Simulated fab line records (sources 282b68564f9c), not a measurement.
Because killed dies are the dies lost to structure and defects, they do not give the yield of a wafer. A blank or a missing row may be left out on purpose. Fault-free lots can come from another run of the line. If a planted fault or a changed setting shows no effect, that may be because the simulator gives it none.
Which of the tools did it? -- flow rit cmos -- 15 lots, 45 wafers sampled, at 1 step of a route of 202

## WHAT THE GAUGES SHOWED, per wafer
No reading from a measuring or inspecting step in the record can be judged against a usual standard deviation.

## EACH LOT AND THE TOOL THAT RAN IT (in order: tool; ch and the chambers of the sampled wafers; start)
lot,RIT_REOX_OXIDATION_03
L126,"furnace-04 ch 0, day 2 18:42"
L127,"furnace-04 ch 0, day 3 06:58"
L128,"furnace-03 ch 0, day 3 14:08"
L129,"furnace-03, day 3 20:55"
L130,"furnace-01, day 3 22:45"
L131,"furnace-04, day 4 01:28"
L139,"furnace-04 ch 0, day 5 21:40"
L140,"furnace-04 ch 0, day 6 01:17"
L141,"furnace-04 ch 0, day 6 08:55"
L142,"furnace-04 ch 0, day 6 08:55"
L143,"furnace-04 ch 0, day 6 14:48"
L144,"furnace-03 ch 0, day 6 17:55"
L146,"furnace-01 ch 0, day 7 05:08"
L148,"furnace-03 ch 0, day 7 10:29"
L147,"furnace-04 ch 0, day 18 21:37"
- RIT_REOX_OXIDATION_03: target thk 25.2 nm, ox time 5580 s.

## AS READ BY THE TOOLS THEMSELVES (means over the sampled wafers that have a number; for cases with no such wafer, the mark the record gives instead)
RIT_REOX_OXIDATION_03. Usual: ox temp c 900.0 C, standard deviation 0.39; ox temp c max 904.0, standard deviation 1.8; spike tc source C 925.4 C, standard deviation 1.7.
lot,tool,ox temp c (C),ox temp c max,spike tc source C (C),flag
L126,furnace-04,900.1,903.0,926.2,
L127,furnace-04,899.8,902.5,926.7,
L128,furnace-03,899.5,905.5,923.3,
L129,furnace-03,-,-,-,OFF
L130,furnace-01,-,-,-,OFF
L131,furnace-04,-,-,-,OFF
L139,furnace-04,900.1,903.1,926.7,
L140,furnace-04,900.4,904.3,925.8,
L141,furnace-04,899.7,902.8,926.7,
L142,furnace-04,900.1,903.2,926.0,
L143,furnace-04,900.3,903.2,927.0,
L144,furnace-03,900.1,907.4,923.4,
L146,furnace-01,899.9,902.3,925.5,
L148,furnace-03,899.7,905.6,923.0,
L147,furnace-04,899.3,902.6,926.2,

## THE ANSWER, worked out from the rows above alone
Rule: a lot counts as off when the mean over its wafers that have a number is more than 3 standard deviations away from the usual mean. Also off: a lot with no number at a reading for which 4 or more lots have one. All remaining lots with rows at the step are treated as sound. First the gauges in route order, then the tools' own readings, where a lot's mean is used as printed above. The first step at which some lot is off is used, and at that step the reading that is off furthest; a lot without a number counts as furthest.
Off at RIT_REOX_OXIDATION_03 (ox temp c): L129, L130, L131. Without a number there: L129, L130, L131.
If a tool, at that step or one of the process steps before it, ran each lot that is off and ran no sound lot following the first of them, it fits. No candidate that was tried fits.

## WHAT WAS PUT IN BY THE SIMULATOR
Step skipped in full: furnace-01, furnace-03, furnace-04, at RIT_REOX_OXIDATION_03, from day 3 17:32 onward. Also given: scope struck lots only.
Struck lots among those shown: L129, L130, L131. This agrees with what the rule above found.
